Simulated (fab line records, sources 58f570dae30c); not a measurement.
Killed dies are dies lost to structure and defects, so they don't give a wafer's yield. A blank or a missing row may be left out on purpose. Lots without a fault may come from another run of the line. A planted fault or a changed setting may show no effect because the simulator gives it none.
Which tool did it? | flow berkeley_cmos170 | 14 lots, 42 wafers sampled, at 4 steps of a route of 331

WHAT THE GAUGES READ, wafer by wafer
UCB170_V1_CD_MEAS_12: target cd 700 nm.
lot  | measured     | on        | cd_nm (nm)
L252 | day 8 07:25  | cd_sem-02 | 698.6 699.7 699.5
L253 | day 8 18:06  | cd_sem-02 | 698.8 697.4 700.9
L256 | day 9 09:22  | cd_sem-01 | 702.5 698.7 702.8
L258 | day 9 18:24  | cd_sem-02 | 698.0 699.6 697.9
L262 | day 10 19:11 | cd_sem-01 | 698.2 698.4 698.3
L263 | day 10 21:56 | cd_sem-02 | 699.5 699.3 699.4
L264 | day 11 07:43 | cd_sem-02 | 701.9 702.8 701.9
L265 | day 11 19:43 | cd_sem-02 | 698.1 699.9 700.1
L267 | day 11 21:03 | cd_sem-01 | 701.7 702.1 702.6
L269 | day 12 02:41 | cd_sem-01 | 699.2 698.8 700.4
L270 | day 12 08:13 | cd_sem-02 | 701.2 701.0 701.3
L272 | day 12 15:43 | cd_sem-01 | 698.5 696.6 696.7
L273 | day 12 19:17 | cd_sem-01 | 700.9 699.9 701.3
L275 | day 13 10:11 | cd_sem-02 | 699.9 700.3 699.8

UCB170_M3_CD_MEAS_90: target cd 700 nm.
lot  | measured     | on        | cd_nm (nm)
L252 | day 8 16:05  | cd_sem-02 | 697.0 697.4 699.9
L253 | day 9 02:37  | cd_sem-01 | 701.0 700.0 705.2
L256 | day 9 22:40  | cd_sem-01 | 698.6 699.9 695.4
L258 | day 10 06:58 | cd_sem-01 | 701.2 702.4 702.9
L262 | day 11 04:29 | cd_sem-02 | 703.1 699.0 703.7
L263 | day 11 07:43 | cd_sem-01 | 699.1 701.0 699.0
L264 | day 11 17:10 | cd_sem-01 | 699.8 704.4 705.5
L265 | day 12 04:14 | cd_sem-01 | 700.7 699.6 702.8
L267 | day 12 08:41 | cd_sem-02 | 701.8 701.3 703.5
L269 | day 12 16:52 | cd_sem-02 | 696.7 701.2 702.4
L270 | day 12 18:45 | cd_sem-01 | 700.6 692.4 692.6
L272 | day 13 00:43 | cd_sem-02 | 696.1 698.6 693.7
L273 | day 13 03:52 | cd_sem-01 | 706.9 703.7 699.6
L275 | day 13 22:11 | cd_sem-02 | 699.7 698.9 699.0

WHICH TOOL RAN EACH LOT (tool, then ch and the chambers of the sampled wafers, then the start)
lot  | UCB170_NWELL_WET_ETCH_00       | UCB170_M1_ETCH_11
L252 | wet_bench-02 ch 3, day 1 20:25 | rie_diel-03 ch 0,1,3, day 8 03:57
L253 | wet_bench-04 ch 3, day 2 03:31 | rie_diel-01 ch 1,2, day 8 13:44
L256 | wet_bench-02 ch 0, day 2 15:31 | rie_diel-01 ch 2,3, day 9 04:07
L258 | wet_bench-03 ch 3, day 3 07:28 | rie_diel-03 ch 1,2,3, day 9 11:45
L262 | wet_bench-04 ch 0, day 3 22:37 | rie_diel-03 ch 0,1,2, day 10 15:43
L263 | wet_bench-03 ch 2, day 4 09:23 | rie_diel-03 ch 0,3, day 10 17:38
L264 | wet_bench-03 ch 2, day 4 09:23 | rie_diel-01 ch 0,1,2, day 11 02:41
L265 | wet_bench-04 ch 0, day 4 19:41 | rie_diel-03 ch 2,3, day 11 15:52
L267 | wet_bench-02 ch 1, day 5 02:47 | rie_diel-02 ch 1,2, day 11 17:04
L269 | wet_bench-02 ch 3, day 5 15:25 | rie_diel-01 ch 0,1,2, day 11 23:04
L270 | wet_bench-02 ch 1, day 5 15:25 | rie_diel-03 ch 0,2,3, day 12 00:47
L272 | wet_bench-02 ch 1, day 5 23:32 | rie_diel-01 ch 0,2,3, day 12 11:47
L273 | wet_bench-02 ch 1, day 6 10:30 | rie_diel-03 ch 2,3, day 12 12:02
L275 | wet_bench-04 ch 3, day 6 20:36 | rie_diel-01 ch 0,2,3, day 13 06:15
- UCB170_NWELL_WET_ETCH_00: etches SiO2 in dHF, time 200 s.
- UCB170_M1_ETCH_11: etches BARC in N2/H2.

WHAT THE TOOLS THEMSELVES READ (means of the sampled wafers that have a number; where no wafer has one, the mark that the record gives instead)
UCB170_M1_ETCH_11.
lot  | tool        | drypump_motor_current_A (A) | h2_flow_sccm (sccm) | oes_product_au (a.u.) | throttle_valve_pct (%)
L252 | rie_diel-03 | 6.0                         | 200.2               | 0.999                 | 13.30
L253 | rie_diel-01 | 5.0                         | 199.9               | 1.012                 | 13.27
L256 | rie_diel-01 | 5.9                         | 200.0               | 1.001                 | 13.25
L258 | rie_diel-03 | 5.9                         | 200.3               | 1.018                 | 13.30
L262 | rie_diel-03 | 5.8                         | 199.9               | 1.014                 | 13.36
L263 | rie_diel-03 | 6.1                         | 199.8               | 1.002                 | 13.36
L264 | rie_diel-01 | 5.5                         | 200.1               | 0.989                 | 13.37
L265 | rie_diel-03 | 6.2                         | 199.6               | 1.017                 | 13.29
L267 | rie_diel-02 | 6.3                         | 200.1               | 1.015                 | 13.42
L269 | rie_diel-01 | 5.5                         | 199.9               | 0.997                 | 13.38
L270 | rie_diel-03 | 6.1                         | 200.0               | 1.011                 | 13.35
L272 | rie_diel-01 | 5.9                         | 199.8               | 0.997                 | 13.37
L273 | rie_diel-03 | 6.2                         | 199.8               | 1.015                 | 13.29
L275 | rie_diel-01 | 6.0                         | 200.2               | 0.993                 | 13.37

THE ANSWER, worked out from the rows above alone
Rule: what is usual is taken from the lots themselves. Put in order of their means at a reading, lots are off if they are a third of the lots or fewer, leave a main group of 4 or more, and stand apart from it by a gap of 3 or more times the standard deviation of the main group's means; of several such gaps the widest counts. A main group whose means are all the same, to the digits that the tables above print for the reading, isn't used. A lot without any number at a reading at which 4 lots or more have one is off too. The other lots that the step has rows for count as sound. The gauges are gone through in route order, then the tools' own readings, and for those a lot's mean is taken as printed above. The first step at which some lot is off is used, and at that step the reading that is off furthest; a lot without a number counts as furthest.
No lot is off at any reading shown: from this, nothing can be told.

WHAT THE SIMULATOR HAD PUT IN
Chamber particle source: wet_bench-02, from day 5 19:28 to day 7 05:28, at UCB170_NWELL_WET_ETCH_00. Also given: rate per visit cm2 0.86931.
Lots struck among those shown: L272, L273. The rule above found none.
